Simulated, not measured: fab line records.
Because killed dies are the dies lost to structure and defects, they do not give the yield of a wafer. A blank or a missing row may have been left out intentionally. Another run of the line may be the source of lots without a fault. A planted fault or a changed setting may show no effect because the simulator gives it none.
Which tool is to blame?	flow berkeleyCmos170	15 lots, 45 wafers sampled, at 5 steps of a route of 331

## WHAT THE GAUGES READ, wafer by wafer
UCB170_NWELL_THK_MEAS_05.
lot	measured	on	NWELL_NITRIDE_THK (nm)
L175	day 2 09:41	filmMetro-04	227.5 226.7 226.2
L176	day 2 11:49	filmMetro-01	451.7 447.4 450.3
L177	day 2 19:37	filmMetro-02	444.3 444.2 447.5
L178	day 2 17:31	filmMetro-04	227.4 227.3 226.8
L183	day 4 01:30	filmMetro-04	450.2 450.8 447.9
L184	day 4 03:56	filmMetro-02	227.2 225.5 225.8
L187	day 5 00:32	filmMetro-04	223.9 224.4 224.2
L189	day 5 11:33	filmMetro-01	223.9 223.8 222.6
L191	day 5 21:59	filmMetro-04	224.0 223.0 221.9
L193	day 6 05:07	filmMetro-04	223.4 222.2 223.2
L194	day 6 11:28	filmMetro-01	222.5 221.8 221.8
L195	day 6 11:28	filmMetro-02	225.7 225.8 226.5
L196	day 6 22:44	filmMetro-01	221.5 221.0 221.0
L197	day 6 22:46	filmMetro-02	222.2 220.6 220.8
L198	day 7 07:24	filmMetro-04	222.6 221.8 223.5

UCB170_PWELL_TW_MEAS_17.
lot	measured	on	PWELL_TW
L175	day 3 03:08	filmMetro-04	378.1 378.1 375.4
L178	day 3 12:42	filmMetro-04	378.7 378.3 376.9
L184	day 5 01:14	filmMetro-04	380.4 377.2 379.2
L187	day 5 20:19	filmMetro-04	380.8 379.0 381.1
L189	day 6 08:04	filmMetro-03	375.3 378.4 378.1
L191	day 7 00:53	filmMetro-04	376.4 377.2 376.6
L193	day 7 00:37	filmMetro-04	377.5 378.6 376.8
L194	day 7 11:02	filmMetro-04	376.4 376.9 378.0
L195	day 7 10:45	filmMetro-02	376.6 377.9 377.2
L196	day 7 21:34	filmMetro-04	379.3 376.5 376.8
L197	day 7 21:52	filmMetro-02	379.5 376.6 378.2
L198	day 8 05:28	filmMetro-02	380.1 378.7 378.4

## WHAT TOOL EACH LOT RAN ON (gives the tool, then ch and the chambers of the sampled wafers, and finally the start)
lot	UCB170_NWELL_CVD_04	UCB170_NWELL_ETCH_13	UCB170_PWELL_ETCH_14
L175	lpcvd-02 ch 1, day 2 07:45	rieDiel-02 ch 0,1,2, day 2 10:40	rieDiel-02 ch 0,1,3, day 3 02:47
L176	lpcvd-02 ch 1, day 2 07:45	rieDiel-04 ch 0,1,3, day 2 13:02	-
L177	lpcvd-01 ch 1, day 2 15:35	rieDiel-02 ch 1,2, day 2 20:54	-
L178	lpcvd-01 ch 1, day 2 15:35	rieDiel-04 ch 0,1,3, day 2 19:25	rieDiel-04 ch 1,2,3, day 3 12:21
L183	lpcvd-01 ch 0, day 3 20:27 and lpcvd-02 ch 0, day 3 23:33	rieDiel-01 ch 1, day 4 02:38	-
L184	lpcvd-02 ch 0, day 4 01:01	rieDiel-01 ch 0,1, day 4 04:58	rieDiel-02 ch 1,2,3, day 5 00:52
L187	lpcvd-02 ch 0, day 4 22:36	rieDiel-04 ch 1,2,3, day 5 02:05	rieDiel-03 ch 0,2,3, day 5 19:58
L189	lpcvd-01 ch 1, day 5 09:36	rieDiel-01 ch 0,3, day 5 12:56	rieDiel-02 ch 0,2, day 6 07:43
L191	lpcvd-02 ch 0, day 5 20:04	rieDiel-04 ch 0,1,2, day 6 00:40	rieDiel-03 ch 1,2,3, day 7 00:32
L193	lpcvd-01 ch 1, day 6 03:11	rieDiel-02 ch 1,2,3, day 6 06:10	rieDiel-04 ch 0,2,3, day 7 00:16
L194	lpcvd-02 ch 1, day 6 09:31	rieDiel-01 ch 0,1,2, day 6 13:08	rieDiel-04 ch 1,2,3, day 7 10:41
L195	lpcvd-02 ch 0, day 6 09:31	rieDiel-04 ch 0,2,3, day 6 12:52	rieDiel-02 ch 1,2,3, day 7 10:24
L196	lpcvd-01 ch 1, day 6 20:48	rieDiel-02 ch 0,2, day 7 00:20	rieDiel-04 ch 0,1,2, day 7 21:13
L197	lpcvd-01 ch 1, day 6 20:48	rieDiel-01 ch 0,1,2, day 7 00:47	rieDiel-02 ch 0,1, day 7 21:29
L198	lpcvd-02 ch 0, day 7 05:28	rieDiel-02 ch 0,1,2, day 7 08:46	rieDiel-02 ch 0,1,2, day 8 05:07
- UCB170_NWELL_CVD_04: deposits Si3N4 from SiH2Cl2/NH3, target thk 224 nm, time 3360 s.
- UCB170_NWELL_ETCH_13: etches Si3N4 in CH3F/Ar/O2, stops on SiO2, target depth 246.4 nm, time 154 s.
- UCB170_PWELL_ETCH_14: etches Si3N4 in CH3F/Ar/O2, stops on SiO2, target depth 242 nm, time 151 s.

## WHAT THE TOOLS THEMSELVES READ (means of the sampled wafers that have a number; where no wafer has one, the mark that the record gives instead)
UCB170_NWELL_CVD_04.
lot	tool	spikeTcLoadC (C)	zonePowerLoadPct (%)	zonePowerSourcePct (%)
L175	lpcvd-02	820.8	20.0	17.0
L176	lpcvd-02	819.9	20.0	16.8
L177	lpcvd-01	820.8	22.4	20.9
L178	lpcvd-01	821.4	22.4	20.8
L183	lpcvd-01/lpcvd-02	822.1	22.9	24.1
L184	lpcvd-02	823.8	22.8	24.5
L187	lpcvd-02	824.4	22.8	24.4
L189	lpcvd-01	821.2	22.4	21.0
L191	lpcvd-02	823.5	22.7	24.6
L193	lpcvd-01	821.5	22.3	21.1
L194	lpcvd-02	819.8	20.2	16.9
L195	lpcvd-02	825.5	22.8	24.5
L196	lpcvd-01	820.6	22.4	21.0
L197	lpcvd-01	821.8	22.5	21.0
L198	lpcvd-02	823.3	22.8	24.5

UCB170_NWELL_ETCH_13.
lot	tool	chamberPressureMTorr (mTorr)	drypumpMotorCurrentA (A)	oesProductAu (a.u.)	throttleValvePct (%)
L175	rieDiel-02	49.94	5.6	0.947	8.02
L176	rieDiel-04	49.94	6.2	0.987	8.00
L177	rieDiel-02	49.96	5.9	0.986	8.10
L178	rieDiel-04	50.02	6.2	0.943	8.00
L183	rieDiel-01	50.00	6.1	0.997	8.31
L184	rieDiel-01	50.02	6.0	0.952	8.17
L187	rieDiel-04	50.03	6.1	0.943	7.99
L189	rieDiel-01	49.98	5.4	0.948	8.14
L191	rieDiel-04	50.06	6.1	0.938	8.06
L193	rieDiel-02	50.00	5.6	0.936	8.07
L194	rieDiel-01	50.02	6.0	0.946	8.12
L195	rieDiel-04	49.96	6.1	0.945	8.09
L196	rieDiel-02	50.04	5.3	0.940	7.93
L197	rieDiel-01	50.02	6.0	0.946	8.12
L198	rieDiel-02	49.98	5.6	0.938	8.01

UCB170_PWELL_ETCH_14.
lot	tool	chamberPressureMTorr (mTorr)	drypumpMotorCurrentA (A)	oesProductAu (a.u.)	throttleValvePct (%)
L175	rieDiel-02	50.01	5.5	0.941	7.99
L178	rieDiel-04	49.96	6.1	0.928	7.99
L184	rieDiel-02	49.97	5.6	0.937	8.07
L187	rieDiel-03	49.93	5.8	0.939	8.03
L189	rieDiel-02	50.06	5.3	0.950	8.00
L191	rieDiel-03	49.99	6.0	0.917	8.07
L193	rieDiel-04	50.04	6.1	0.948	8.08
L194	rieDiel-04	50.04	6.1	0.941	7.98
L195	rieDiel-02	49.99	5.6	0.936	8.05
L196	rieDiel-04	50.04	6.1	0.945	8.06
L197	rieDiel-02	50.04	5.6	0.951	7.94
L198	rieDiel-02	49.98	5.6	0.946	8.02

## THE ANSWER, worked out from the rows above alone
Rule: what is usual is taken from the lots themselves. The widest of any qualifying gaps counts: lots, ordered by their means at a reading, are off when they make up no more than a third of the lots, leave a main group of 4 or more, and stand apart from it by 3 or more times the standard deviation of that group's means. Not used: any main group whose means are identical at the precision the tables above print for the reading. A lot without any number at a reading at which 4 lots or more have one is off too. All remaining lots with rows at the step are treated as sound. Order of review: gauges by route order, followed by the tools' own readings, for which a lot's mean as printed above is used. At the first step where some lot is off, the reading lying furthest off is the one used; lots without a number count as furthest.
Off: at UCB170_NWELL_THK_MEAS_05 (NWELL_NITRIDE_THK), L176, L177, L183. Mean 223.9 nm and standard deviation 2.1 in the main group.
A tool fits if, at a process step before that reading, it ran every lot that is off, and no sound lot after the first of them. Not tried: the gauges at UCB170_NWELL_THK_MEAS_05; whatever is off there is also off at UCB170_NWELL_ETCH_13, on other tools, and gauge error can't account for it. Not one of the candidates tried fits.

## WHAT THE SIMULATOR PUT IN
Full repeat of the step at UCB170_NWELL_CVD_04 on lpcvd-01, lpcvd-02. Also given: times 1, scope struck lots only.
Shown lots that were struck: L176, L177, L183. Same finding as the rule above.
